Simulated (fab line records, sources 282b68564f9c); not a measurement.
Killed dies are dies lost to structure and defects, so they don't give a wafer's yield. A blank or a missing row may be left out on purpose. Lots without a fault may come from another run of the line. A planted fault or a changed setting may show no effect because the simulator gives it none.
A struck lot beside a sound one | flow rit_cmos | 17 steps out of a route of 202
Sound: wafers L771.3, L771.5, L771.6. Struck: wafers L758.1, L758.3, L758.4. The cause comes at the end.
At each step with rows: each side's tool, then ch and its chambers, then its first start. Under that, the readings that differ: sound wafers | struck wafers | difference of the means | sigmas: that difference in standard deviations of wafers without a fault.
alike: readings whose means differ by less than 2 such deviations, and words and numbers that are the same on both sides. not compared: withheld readings, readings that some wafer has no value for, bounds like >300 that may hide the same value, and numbers for which the record gives no deviation and whose values overlap.
The two part at a step that has a row with sigmas, a row that says differs or no value, or rows on one side only. Numbers that don't overlap but have no deviation are shown without sigmas and don't part them. A reading that every wafer of one side lacks parts them only if that side has two wafers or more.

first, 2 steps without rows for these wafers: RIT_NRETRO_HARDBAKE_07 (time 120 s); RIT_NRETRO_IMPLANT_08.
RIT_NRETRO_STRIP_09: strips in O2, time 180 s.
  sound on plasma_asher-04 ch 0,1, day 6 04:36; struck on plasma_asher-04 ch 0,1, day 3 13:49
  alike: drypump_motor_current_A, rf_refl_power_W
  not compared: rf_hours_counter_h
RIT_NRETRO_TW_MEAS_10:
  sound on film_metro-01, day 6 04:44; struck on film_metro-02, day 3 13:59
  reading   | sound          | struck         | difference | sigmas
  NRETRO_TW | 1061 1056 1057 | 1037 1037 1038 | -21        | -2
then, 6 steps without rows for these wafers: RIT_PRETRO_HMDS_00 (prime time 60 s); RIT_PRETRO_COAT_01 (resist thk 1300 nm); RIT_PRETRO_SOFTBAKE_02 (time 60 s); RIT_PRETRO_EXPOSE_03 (exposes mask M5, target cd 43700 nm); RIT_PRETRO_PEB_04; RIT_PRETRO_DEVELOP_05 (develop time 68 s).
RIT_PRETRO_OVL_MEAS_06:
  sound on overlay-01, day 6 05:43; struck on overlay-02, day 3 15:03
  alike: PRETRO_OVL
then, 1 step without rows for these wafers: RIT_PRETRO_HARDBAKE_07 (time 120 s).
RIT_PRETRO_IMPLANT_08:
  sound on implanter-04 ch 0, day 6 06:02; struck on implanter-03 ch 0, day 3 15:20
  reading                   | sound                | struck               | difference | sigmas
  beam_energy_keV           | 44.967 44.978 44.979 | 54.905 54.899 54.904 | +9.928     | +99 or more
  model.implant.rp_nm (nm)  | 150 150 150          | 177.9 177.9 177.9    | +27.9      |
  model.implant.drp_nm (nm) | 55.07 55.07 55.07    | 61.68 61.68 61.68    | +6.61      |
RIT_PRETRO_STRIP_09: strips in O2, time 180 s.
  sound on plasma_asher-02 ch 0,1, day 6 06:11; struck on plasma_asher-03 ch 0,1, day 3 15:29
  reading             | sound       | struck      | difference | sigmas
  rf_refl_power_W (W) | 5.3 5.2 7.3 | 7.9 8.0 8.0 | +2.0       | +2
  alike: drypump_motor_current_A
  not compared: rf_hours_counter_h
RIT_PRETRO_TW_MEAS_10:
  sound on film_metro-04, day 6 06:20; struck on film_metro-04, day 3 15:40
  reading   | sound       | struck      | difference | sigmas
  PRETRO_TW | 477 478 475 | 492 494 493 | +16        | +4
then, 1 step without rows for these wafers: RIT_GATE_WET_ETCH_00 (etches SiO2 in BOE, target depth 56 nm, time 60 s).
RIT_M1_PROBE_99:
  sound on prober-02, day 7 09:11; struck on prober-01, day 4 18:20
  reading                             | sound             | struck          | difference | sigmas
  model.etest.nmos_turned.drive_ua_um | 338.4 331.2 331.2 | 343.6 340 360.9 | +14.6      |
  alike: killed_at_contacts, killed_at_front_end, killed_dies, killed_open, killed_short
  not compared: model.etest.nmos_0p3.r_on_ohm_um, model.etest.nmos_0p15.drive_ua_um, model.etest.nmos_narrow.drive_ua_um, model.etest.nmos_0p3.drive_ua_um, model.etest.nmos_0p15.off_log10_a_um, model.etest.retro_edge_nmos.off_log10_a_um, model.etest.ring.quiet_log10_a

WHERE THEY PART
First at RIT_NRETRO_TW_MEAS_10; last, within this record, at RIT_PRETRO_TW_MEAS_10. Later steps at which nothing parts them and some readings are alike: RIT_M1_PROBE_99.

WHY: what the simulator had put in
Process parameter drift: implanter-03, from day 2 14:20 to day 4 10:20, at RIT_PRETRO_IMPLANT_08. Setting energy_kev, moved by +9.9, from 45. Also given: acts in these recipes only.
